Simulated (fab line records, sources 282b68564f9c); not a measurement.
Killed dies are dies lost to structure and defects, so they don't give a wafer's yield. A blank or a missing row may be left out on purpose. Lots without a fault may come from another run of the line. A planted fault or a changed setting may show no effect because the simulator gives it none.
Problem report in the 8D (eight disciplines) form, filled by code | flow rit_cmos | the parts of the form that need people (team, actions taken, sign-off) are left out

1. THE PROBLEM
spin_speed_rpm at RIT_M1_COAT_04 reads a mean of 2052.4 rpm on 6 wafers of 2 lots; wafers without a fault read 2000.0 rpm with a standard deviation of 1.6. That is +33 standard deviations from the usual mean.
The step: resist thk 1325 nm.
First seen on wafer L159.1, day 6 09:14, on litho_track-03. The record holds 42 wafers of 14 lots with a number at this step. Rule for "out", or "out of limits": more than 4 standard deviations from the usual mean. The other wafers with a number count as sound.

2. WHAT IT IS AND WHAT IT IS NOT
question                    | is                     | is not
which readings at this step | spin_speed_rpm         | -
which lots                  | L159, L161             | L145, L146, L147, L148, L149, L150, L152, L153, L163, L164, L165, L167
which wafers of those lots  | all that have a number | -
read on which tools         | litho_track-03         | litho_track-01, litho_track-04
when                        | from day 6 09:14       | up to then (24 sound wafers); but 12 sound wafers of L163, L164, L165, L167 came after

3. SUSPECTS, AND WHAT RULES EACH OUT
Counting: a tool at a process step up to the reading stays a suspect if it ran every lot that is out and no sound lot after the first of them.
- litho_track-03 at RIT_M1_COAT_04 (resist thk 1325 nm): kept. It ran every lot that is out, first L159 (day 6 09:14), and no sound lot after that; its last sound lot up to then is L153 (day 5 02:13). Its own readings are out on those wafers: spin_speed_rpm.
Left after counting: litho_track-03 at RIT_M1_COAT_04.

4. THE CAUSE (what the simulator had put in)
Process parameter drift: litho_track-03, from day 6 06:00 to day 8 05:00, at RIT_M1_COAT_04. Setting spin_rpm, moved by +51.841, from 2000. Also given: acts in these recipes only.
Counting left only this tool.

5. THE CHAIN OF EFFECTS, in route order
Each row: a reading whose mean over the struck wafers that have a number lies more than 3 standard deviations from the usual. Only readings for which the record gives a usual standard deviation are gone through. hours: the time from each lot's start at the first step in this table that gives one to its start at this step, as a median over the lots. sigmas: the change in usual standard deviations.
hours | step           | reading        | usual      | on struck wafers | change | sigmas
0     | RIT_M1_COAT_04 | spin_speed_rpm | 2000.0 rpm | 2052.4           | +52.4  | +33
The process steps in it:
- RIT_M1_COAT_04: resist thk 1325 nm.

6. WHAT WOULD HAVE CAUGHT IT SOONER
In this record the first reading out of limits was taken at day 6 09:14, 3 hours after the fault began at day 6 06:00.
